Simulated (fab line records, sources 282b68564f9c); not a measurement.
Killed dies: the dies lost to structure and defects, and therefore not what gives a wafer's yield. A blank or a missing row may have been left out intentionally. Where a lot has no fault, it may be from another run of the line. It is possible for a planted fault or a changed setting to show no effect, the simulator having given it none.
Which tool was responsible? | flow rit cmos | 6 lots, 18 wafers sampled, at 2 steps of a route of 202

## WHAT EACH GAUGE READ, for each wafer
RIT_NLDD_OVL_MEAS_06.
lot  | measured    | on         | NLDD_OVL (nm)
L770 | day 3 09:31 | overlay-01 | 2.2 3.4 1.5
L773 | day 3 16:20 | overlay-01 | 2.5 -0.3 1.8
L775 | day 4 04:11 | overlay-01 | -2.2 0.5 0.2
L777 | day 4 12:07 | overlay-02 | -1.2 0.7 -2.0
L788 | day 6 18:52 | overlay-01 | 0.8 0.5 -0.4
L791 | day 7 13:02 | overlay-02 | 0.2 -1.0 -1.3

## EACH LOT AND THE TOOL THAT RAN IT (in order: tool; ch and the chambers of the sampled wafers; start)
lot  | RIT_NRETRO_EXPOSE_03
L770 | iline stepper-01 ch 0, day 2 18:04
L773 | iline stepper-02 ch 0, day 3 02:08
L775 | iline stepper-01 ch 0, day 3 13:26
L777 | iline stepper-01 ch 0, day 3 21:32
L788 | iline stepper-01 ch 0, day 6 06:32
L791 | iline stepper-02 ch 0, day 6 21:31
- RIT_NRETRO_EXPOSE_03: exposes mask M4, target cd 43900 nm.

## THE ANSWER, worked out from the rows above alone
Rule: what is usual is taken from the lots themselves. The widest of any qualifying gaps counts: lots, ordered by their means at a reading, are off when they make up no more than a third of the lots, leave a main group of 4 or more, and stand apart from it by 3 or more times the standard deviation of that group's means. Not used: any main group whose means are identical at the precision the tables above print for the reading. Also off: a lot with no number at a reading for which 4 or more lots have one. The other lots that the step has rows for count as sound.
None of the lots is off at any reading shown; this tells nothing.

## WHAT HAD BEEN PUT IN BY THE SIMULATOR
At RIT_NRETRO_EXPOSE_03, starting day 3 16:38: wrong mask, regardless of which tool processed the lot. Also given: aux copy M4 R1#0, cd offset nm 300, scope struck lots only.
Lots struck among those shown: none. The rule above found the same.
